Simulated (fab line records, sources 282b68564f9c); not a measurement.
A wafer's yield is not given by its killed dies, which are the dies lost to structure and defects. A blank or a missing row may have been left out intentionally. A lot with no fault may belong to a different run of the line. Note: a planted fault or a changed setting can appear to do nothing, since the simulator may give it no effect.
One fault through the eyes of 2 desks	flow rit-cmos	numbers are kept per desk, each desk with only its own; the story behind them comes last

DESK OF THE TOOL OWNER: rie-si-02
The tool's own readings at RIT_GATE_ETCH_19 (etches poly-Si in SF6/CHF3/O2, stops on SiO2, time 165 s, target depth 312.5 nm): means of the sampled wafers that have a number, for each lot that ran on this tool. The brackets show how far a lot's mean lies from the usual mean; more than 4 standard deviations puts the lot out of limits, marked OUT.
Columns: A = O2_flow_sccm at RIT_GATE_ETCH_19, usual 4.999 sccm; B = drypump-motor-current-A at RIT_GATE_ETCH_19, usual 5.5 A; C = oes-product-au at RIT_GATE_ETCH_19, usual 0.845 a.u.; D = throttle-valve-pct at RIT_GATE_ETCH_19, usual 10.24 %
lot	first seen here	A	B	C	D
L137	day 2 23:25	4.995	5.7	0.841	10.16
L139	day 3 09:14	4.994	5.6	0.845	10.31
L143	day 4 02:30	4.981	6.1	0.843	10.16
L145	day 4 11:35	5.000	5.6	0.836	10.30
L147	day 4 21:37	4.994	5.7	0.846	10.15
L153	day 6 02:16	5.005	5.6	0.883	10.18
L155	day 6 11:44	4.988	5.6	0.884	10.30
Finding of this desk: none of the 7 lots has anything out of limits.

THE METROLOGY DESK
Lot by lot, what the gauges showed, no matter which tool ran the lot: averages of those sampled wafers that carry a number. The brackets show how far a lot's mean lies from the usual mean; more than 4 standard deviations puts the lot out of limits, marked OUT.
Columns: A = INCOMING_BOW at RIT_ACTIVE_BOW_MEAS_00, usual 0 um; B = NRETRO_TW at RIT_NRETRO_TW_MEAS_10, usual 1057; C = GATE_OVL at RIT_GATE_OVL_MEAS_17, usual -1.2 nm
lot	first seen here	A	B	C
L137	day 1 10:00	1	1067	2.2
L139	day 1 20:02	3	1061	-2.4
L140	day 2 01:01	0	1055	-1.8
L142	day 2 11:04	-3	1055	-0.9
L143	day 2 16:00	0	1054	-2.0
L144	day 2 21:02	0	1049	-0.4
L145	day 3 02:02	0	1058	-1.2
L147	day 3 12:00	6	1063	-2.0
L152	day 4 13:00	-5	1058	-2.3
L153	day 4 18:00	3	1056	-1.5
L155	day 5 04:00	3	1054	0.1
L156	day 5 09:00	8	1057	1.1
L158	day 5 19:00	2	1052	-2.4
L160	day 6 05:01	-4	1061	-0.8
Finding of this desk: none of the 14 lots has anything out of limits.

PUT TOGETHER
Nothing out of limits was seen by the tool owner's desk.
Metrology desk: nothing out of limits seen.

WHAT THE SIMULATOR HAD PUT IN
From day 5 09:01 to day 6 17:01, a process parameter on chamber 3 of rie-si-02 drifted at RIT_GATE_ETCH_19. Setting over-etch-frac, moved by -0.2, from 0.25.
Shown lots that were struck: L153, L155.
